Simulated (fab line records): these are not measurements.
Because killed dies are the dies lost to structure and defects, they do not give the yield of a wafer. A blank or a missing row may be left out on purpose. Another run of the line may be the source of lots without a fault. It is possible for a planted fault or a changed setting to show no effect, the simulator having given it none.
Which of the tools did it? :: flow rit_cmos :: Sampling: 15 lots, 45 wafers, 2 of 202 route steps

WHAT EACH GAUGE READ, for each wafer
RIT_SPACER_THK_MEAS_04.
lot: L684
measured: day 2 21:59
on: film_metro-01
SPACER_NITRIDE_THK (nm): 250.2 251.9 250.5

lot: L685
measured: day 3 03:28
on: film_metro-04
SPACER_NITRIDE_THK (nm): 249.8 248.9 249.0

lot: L686
measured: day 3 07:27
on: film_metro-01
SPACER_NITRIDE_THK (nm): 247.6 250.4 251.5

lot: L687
measured: day 3 13:23
on: film_metro-02
SPACER_NITRIDE_THK (nm): 249.6 250.3 251.7

lot: L688
measured: day 3 17:17
on: film_metro-04
SPACER_NITRIDE_THK (nm): 252.6 252.6 252.9

lot: L689
measured: day 3 22:19
on: film_metro-04
SPACER_NITRIDE_THK (nm): 254.3 252.6 254.5

lot: L690
measured: day 4 04:04
on: film_metro-04
SPACER_NITRIDE_THK (nm): 253.6 252.9 253.2

lot: L692
measured: day 4 14:26
on: film_metro-02
SPACER_NITRIDE_THK (nm): 249.1 250.4 251.2

lot: L693
measured: day 4 18:28
on: film_metro-01
SPACER_NITRIDE_THK (nm): 249.4 249.6 250.9

lot: L694
measured: day 4 23:32
on: film_metro-04
SPACER_NITRIDE_THK (nm): 249.7 250.5 251.3

lot: L696
measured: day 5 11:11
on: film_metro-02
SPACER_NITRIDE_THK (nm): 342.6 341.0 342.7

lot: L697
measured: day 5 14:29
on: film_metro-02
SPACER_NITRIDE_THK (nm): 251.2 250.9 251.6

lot: L698
measured: day 5 20:05
on: film_metro-04
SPACER_NITRIDE_THK (nm): 340.6 342.2 342.0

lot: L699
measured: day 6 00:02
on: film_metro-02
SPACER_NITRIDE_THK (nm): 337.0 338.5 337.3

lot: L707
measured: day 7 18:00
on: film_metro-04
SPACER_NITRIDE_THK (nm): 248.9 248.5 248.0

WHAT TOOL EACH LOT RAN ON (gives the tool, then ch and the chambers of the sampled wafers, and finally the start)
lot: L684
RIT_SPACER_CVD_03: lpcvd-02 ch 0, day 2 20:04

lot: L685
RIT_SPACER_CVD_03: lpcvd-01 ch 1, day 3 01:33

lot: L686
RIT_SPACER_CVD_03: lpcvd-01 ch 1, day 3 05:32

lot: L687
RIT_SPACER_CVD_03: lpcvd-02 ch 0, day 3 11:28

lot: L688
RIT_SPACER_CVD_03: lpcvd-02 ch 1, day 3 15:22

lot: L689
RIT_SPACER_CVD_03: lpcvd-01 ch 1, day 3 20:23

lot: L690
RIT_SPACER_CVD_03: lpcvd-02 ch 1, day 4 02:08

lot: L692
RIT_SPACER_CVD_03: lpcvd-01 ch 1, day 4 12:31

lot: L693
RIT_SPACER_CVD_03: lpcvd-02 ch 0, day 4 16:32

lot: L694
RIT_SPACER_CVD_03: lpcvd-02 ch 0, day 4 21:37

lot: L696
RIT_SPACER_CVD_03: lpcvd-01 ch 1, day 5 09:14

lot: L697
RIT_SPACER_CVD_03: lpcvd-02 ch 0, day 5 12:32

lot: L698
RIT_SPACER_CVD_03: lpcvd-01 ch 0, day 5 18:10

lot: L699
RIT_SPACER_CVD_03: lpcvd-01 ch 0, day 5 22:06

lot: L707
RIT_SPACER_CVD_03: lpcvd-02 ch 0, day 7 16:04
- RIT_SPACER_CVD_03: deposits Si3N4 from SiH2Cl2/NH3, target thk 250 nm, time 3300 s.

WHAT THE TOOLS THEMSELVES READ (means of the sampled wafers that have a number; where no wafer has one, the mark that the record gives instead)
RIT_SPACER_CVD_03.
lot: L684
tool: lpcvd-02
nh3_flow_sccm (sccm): 149.7

lot: L685
tool: lpcvd-01
nh3_flow_sccm (sccm): 149.9

lot: L686
tool: lpcvd-01
nh3_flow_sccm (sccm): 149.6

lot: L687
tool: lpcvd-02
nh3_flow_sccm (sccm): 149.8

lot: L688
tool: lpcvd-02
nh3_flow_sccm (sccm): 149.7

lot: L689
tool: lpcvd-01
nh3_flow_sccm (sccm): 150.1

lot: L690
tool: lpcvd-02
nh3_flow_sccm (sccm): 150.0

lot: L692
tool: lpcvd-01
nh3_flow_sccm (sccm): 150.0

lot: L693
tool: lpcvd-02
nh3_flow_sccm (sccm): 149.6

lot: L694
tool: lpcvd-02
nh3_flow_sccm (sccm): 150.4

lot: L696
tool: lpcvd-01
nh3_flow_sccm (sccm): 224.7

lot: L697
tool: lpcvd-02
nh3_flow_sccm (sccm): 150.4

lot: L698
tool: lpcvd-01
nh3_flow_sccm (sccm): 224.8

lot: L699
tool: lpcvd-01
nh3_flow_sccm (sccm): 225.6

lot: L707
tool: lpcvd-02
nh3_flow_sccm (sccm): 150.1

THE ANSWER, worked out from the rows above alone
Rule: usual is defined by the lots themselves. The widest of any qualifying gaps counts: lots, ordered by their means at a reading, are off when they make up no more than a third of the lots, leave a main group of 4 or more, and stand apart from it by 3 or more times the standard deviation of that group's means. A main group whose means are all the same, to the digits that the tables above print for the reading, isn't used. Also off: a lot with no number at a reading for which 4 or more lots have one. All remaining lots with rows at the step are treated as sound. Order of review: gauges by route order, followed by the tools' own readings, for which a lot's mean as printed above is used. The first step at which some lot is off is used, and at that step the reading that is off furthest; a lot without a number counts as furthest.
Off: at RIT_SPACER_THK_MEAS_04 (SPACER_NITRIDE_THK), L696, L698, L699. Main group: mean 250.9 nm, sd 1.5.
A tool fits if, at a process step before that reading, it ran every lot that is off, and no sound lot after the first of them. The gauges at RIT_SPACER_THK_MEAS_04 aren't tried: what is off there is off at RIT_SPACER_CVD_03 too, on other tools, and a gauge's error can't cause that. One candidate fits, namely lpcvd-01 at RIT_SPACER_CVD_03. A fault onset in the window from L692 (day 4 12:31, its last sound lot) to L696 (day 5 09:14, its first lot off) fits.
The tool's own readings at RIT_SPACER_CVD_03 bear it out: on the lots that are off they differ by more than 5 times the standard deviation of the sound lots' means. nh3_flow_sccm reads 225.0 sccm there against 149.9 sccm on the sound lots.

WHAT THE SIMULATOR PUT IN
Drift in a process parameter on lpcvd-01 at RIT_SPACER_CVD_03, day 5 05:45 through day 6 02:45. A move of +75 in setting nh3_flow_sccm, from 150. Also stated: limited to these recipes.
Lots struck among those shown: L696, L698, L699. This agrees with what the rule above found.
